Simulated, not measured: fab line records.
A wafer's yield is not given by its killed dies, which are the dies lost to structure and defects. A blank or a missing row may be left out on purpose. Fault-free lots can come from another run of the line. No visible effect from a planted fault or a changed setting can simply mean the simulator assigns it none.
Lot-split experiment :: flow berkeleyCmos170 :: route with 331 steps; 5 lots, 23 wafers read

== THE SPLIT ITSELF ==
At UCB170_M3_SPUTTER_01 (material Al, target thk 900 nm, time 120 s), the setting powerW was moved away from the recipe's 6000 W on 5 of the 23 wafers read, by -11.7% to +5.8%. The other wafers ran this setting at the recipe's value.

== FROM SPLIT TO READING: 1 step shown by the file between the two ==
- UCB170_M3_RS_MEAS_02: measures by four-point-probe

== THE READING ==
M3_AL_THK, in nm, at UCB170_M3_THK_MEAS_03 (measures by xrf). Typical for fault-free wafers on this fab line: 902 nm, with standard deviation 7 nm.

wafer: L075.1
tool, chamber at the split: pvdSputter-04, -
powerW as run, W: 6000
against the recipe: recipe
M3_AL_THK, nm: 904
against lot-mates on the recipe: -

wafer: L075.2
tool, chamber at the split: pvdSputter-04, -
powerW as run, W: 6000
against the recipe: recipe
M3_AL_THK, nm: 901
against lot-mates on the recipe: -

wafer: L075.3
tool, chamber at the split: pvdSputter-04, -
powerW as run, W: 6000
against the recipe: recipe
M3_AL_THK, nm: 907
against lot-mates on the recipe: -

wafer: L075.5
tool, chamber at the split: pvdSputter-04, -
powerW as run, W: 6000
against the recipe: recipe
M3_AL_THK, nm: 905
against lot-mates on the recipe: -

wafer: L075.6
tool, chamber at the split: pvdSputter-04, -
powerW as run, W: 6000
against the recipe: recipe
M3_AL_THK, nm: 908
against lot-mates on the recipe: -

wafer: L076.2
tool, chamber at the split: pvdSputter-01, -
powerW as run, W: 6000
against the recipe: recipe
M3_AL_THK, nm: 907
against lot-mates on the recipe: -

wafer: L076.4
tool, chamber at the split: pvdSputter-01, -
powerW as run, W: 6000
against the recipe: recipe
M3_AL_THK, nm: 905
against lot-mates on the recipe: -

wafer: L076.5
tool, chamber at the split: pvdSputter-01, -
powerW as run, W: 6000
against the recipe: recipe
M3_AL_THK, nm: 908
against lot-mates on the recipe: -

wafer: L077.1
tool, chamber at the split: pvdSputter-01, -
powerW as run, W: 6345
against the recipe: +5.8%
M3_AL_THK, nm: 947
against lot-mates on the recipe: +50

wafer: L077.2
tool, chamber at the split: pvdSputter-01, -
powerW as run, W: 6345
against the recipe: +5.8%
M3_AL_THK, nm: 951
against lot-mates on the recipe: +54

wafer: L077.3
tool, chamber at the split: pvdSputter-01, -
powerW as run, W: 6000
against the recipe: recipe
M3_AL_THK, nm: 896
against lot-mates on the recipe: -

wafer: L077.4
tool, chamber at the split: pvdSputter-01, -
powerW as run, W: 6345
against the recipe: +5.8%
M3_AL_THK, nm: 959
against lot-mates on the recipe: +62

wafer: L077.6
tool, chamber at the split: pvdSputter-01, -
powerW as run, W: 6000
against the recipe: recipe
M3_AL_THK, nm: 897
against lot-mates on the recipe: -

wafer: L078.1
tool, chamber at the split: pvdSputter-04, -
powerW as run, W: 6000
against the recipe: recipe
M3_AL_THK, nm: 900
against lot-mates on the recipe: -

wafer: L078.2
tool, chamber at the split: pvdSputter-04, -
powerW as run, W: 6000
against the recipe: recipe
M3_AL_THK, nm: 885
against lot-mates on the recipe: -

wafer: L078.3
tool, chamber at the split: pvdSputter-04, -
powerW as run, W: 5301
against the recipe: -11.7%
M3_AL_THK, nm: 788
against lot-mates on the recipe: -109

wafer: L078.5
tool, chamber at the split: pvdSputter-04, -
powerW as run, W: 6000
against the recipe: recipe
M3_AL_THK, nm: 907
against lot-mates on the recipe: -

wafer: L078.6
tool, chamber at the split: pvdSputter-04, -
powerW as run, W: 5301
against the recipe: -11.7%
M3_AL_THK, nm: 791
against lot-mates on the recipe: -106

wafer: L083.1
tool, chamber at the split: pvdSputter-01, -
powerW as run, W: 6000
against the recipe: recipe
M3_AL_THK, nm: 904
against lot-mates on the recipe: -

wafer: L083.2
tool, chamber at the split: pvdSputter-01, -
powerW as run, W: 6000
against the recipe: recipe
M3_AL_THK, nm: 904
against lot-mates on the recipe: -

wafer: L083.4
tool, chamber at the split: pvdSputter-01, -
powerW as run, W: 6000
against the recipe: recipe
M3_AL_THK, nm: 912
against lot-mates on the recipe: -

wafer: L083.5
tool, chamber at the split: pvdSputter-01, -
powerW as run, W: 6000
against the recipe: recipe
M3_AL_THK, nm: 908
against lot-mates on the recipe: -

wafer: L083.6
tool, chamber at the split: pvdSputter-01, -
powerW as run, W: 6000
against the recipe: recipe
M3_AL_THK, nm: 900
against lot-mates on the recipe: -

THE FIT
A straight line over all 23 wafers: M3_AL_THK changes by +9.42 nm for each +1% of powerW; r = +0.99; the points scatter about the line by 6.2 nm.
The same after taking each lot's own level away (the mean of its wafers on the recipe; 23 wafers): +9.38 nm for each +1%; r = +0.99; scatter 4.7 nm.
According to that fit, moving powerW by its largest amount changes the reading by 1.1e+02 nm.
Across the lots, their own levels run from 896.5 to 906.7 nm, a range of 1.5 times the standard deviation given above.
So the lot-to-lot level changes the slope little: the two slopes agree.
Check: for one of the wafers moved furthest among these (-11.7%), held out of the fit, the line's prediction against its lot-mates is -109 nm. It came out at -109 nm against them.

== THE WHOLE CHAIN: every reading that the file lists as answering this split, in the file's order ==
step: UCB170_M3_SPUTTER_01
what it does: material Al, target thk 900 nm, time 120 s
reading: Al_of_M3_SPUTTER_01.thkNm (the simulator's own value, which no gauge read)
change (the file's fit): +9.33 nm for each +1% of the setting
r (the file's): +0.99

step: UCB170_M3_RS_MEAS_02
what it does: measures by four-point-probe
reading: M3_AL_RS
change (the file's fit): -0.000371 for each +1% of the setting
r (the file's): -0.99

step: UCB170_M3_THK_MEAS_03
what it does: measures by xrf
reading: M3_AL_THK
change (the file's fit): +9.32 for each +1% of the setting
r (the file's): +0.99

== THE FILE'S OWN FIT ==
M3_AL_THK changes by +9.32 nm for each +1% of powerW, r = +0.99.
